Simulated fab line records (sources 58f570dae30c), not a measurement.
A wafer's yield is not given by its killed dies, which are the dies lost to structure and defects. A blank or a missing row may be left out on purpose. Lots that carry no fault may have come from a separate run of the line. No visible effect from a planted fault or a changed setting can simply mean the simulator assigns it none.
One fault seen from 2 desks | flow berkeley-cmos170 | every desk sees just its own numbers, and what lay behind them comes last

## TOOL OWNER'S DESK, furnace-01
The tool's own readings at UCB170_PWELL_ANNEAL_04 (time 929.2 s): means of the sampled wafers that have a number, for each lot that ran on this tool. If a lot's mean is further than 4 standard deviations from the usual mean, the lot is out of limits and carries the mark OUT (the distance appears in the brackets).
Columns: A = spike-tc-centre-C at UCB170_PWELL_ANNEAL_04, usual 1002.3 C; B = spike-tc-load-C at UCB170_PWELL_ANNEAL_04, usual 1026.1 C; C = spike-tc-source-C at UCB170_PWELL_ANNEAL_04, usual 1024.4 C; D = tube-center-temp-C at UCB170_PWELL_ANNEAL_04, usual 1000 C; E = tube_center_temp_C_max at UCB170_PWELL_ANNEAL_04, usual 1002.6; F = zone-power-centre-pct at UCB170_PWELL_ANNEAL_04, usual 50.3 %; G = zone-power-load-pct at UCB170_PWELL_ANNEAL_04, usual 32.2 %
lot  | first seen here | A                | B                | C                | D                      | E                        | F    | G
L222 | day 3 17:26     | 1003.0           | 1024.8           | 1025.5           | 1000                   | 1002.6                   | 50.5 | 34.2
L223 | day 3 17:26     | 1002.8           | 1024.8           | 1024.8           | 1000                   | 1002.2                   | 50.8 | 34.3
L224 | day 4 03:26     | 1060.1 (+44) OUT | 1082.1 (+28) OUT | 1082.2 (+58) OUT | 1057 (+99 or more) OUT | 1059.5 (+99 or more) OUT | 54.5 | 39.1 (+4.6) OUT
L225 | day 4 03:26     | 1059.0 (+44) OUT | 1082.2 (+28) OUT | 1082.6 (+58) OUT | 1057 (+99 or more) OUT | 1059.7 (+99 or more) OUT | 54.9 | 39.2 (+4.6) OUT
L240 | day 7 12:45     | 1003.0           | 1024.5           | 1023.6           | 1000                   | 1002.6                   | 50.6 | 34.2
L241 | day 7 12:45     | 1002.3           | 1024.5           | 1025.0           | 1000                   | 1003.0                   | 50.9 | 34.2
L242 | day 7 12:45     | 1002.0           | 1024.6           | 1024.4           | 1000                   | 1002.7                   | 50.9 | 33.8
Finding of this desk: L224, L225 out of limits; the first was L224 at day 4 03:26, on spike-tc-centre-C at UCB170_PWELL_ANNEAL_04. Within limits: L222, L223, L240, L241, L242.

## THE METROLOGY DESK
What the gauges read for every lot (on any tool): the sampled wafers with a number, averaged. If a lot's mean is further than 4 standard deviations from the usual mean, the lot is out of limits and carries the mark OUT (the distance appears in the brackets).
Columns: A = NWELL_OXIDE_THK at UCB170_NWELL_THK_MEAS_02, usual 26.4 nm; B = PVT_TW at UCB170_PVT_TW_MEAS_09, usual 507
lot  | first seen here | A    | B
L221 | day 2 07:47     | 26.1 | 506
L222 | day 2 15:42     | 27.0 | 509
L223 | day 2 21:44     | 25.5 | 506
L224 | day 3 03:19     | 27.4 | 506
L225 | day 3 03:19     | 27.4 | 508
L235 | day 5 12:12     | 26.4 | 502
L236 | day 5 12:13     | 25.8 | 511
L237 | day 5 16:20     | 26.6 | 506
L238 | day 5 16:20     | 26.6 | 506
L239 | day 6 00:47     | 26.2 | 512
L240 | day 6 08:47     | 25.9 | 506
L242 | day 6 13:08     | 26.3 | 513
L241 | day 6 13:09     | 26.4 | 511
L243 | day 6 23:42     | 26.0 | 506
This desk's verdict: no lot among the 14 shows anything out of limits.

## ALL TOGETHER
At day 4 03:26, on L224, L225, the tool owner's desk was in a position to raise an alarm.
At the metrology desk, nothing out of limits was observed.
The metrology desk holds a record of L224, L225, inside its limits.
Of the lots named, all ran UCB170_PWELL_ANNEAL_04 on furnace-01.

## WHAT THE SIMULATOR HAD INSERTED
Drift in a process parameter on furnace-01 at UCB170_PWELL_ANNEAL_04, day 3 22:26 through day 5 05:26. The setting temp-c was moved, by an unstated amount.
Struck lots among those shown: L224, L225.
How many hours passed from the start of the fault until each desk's first out-of-limits reading: the tool owner's desk, 5.
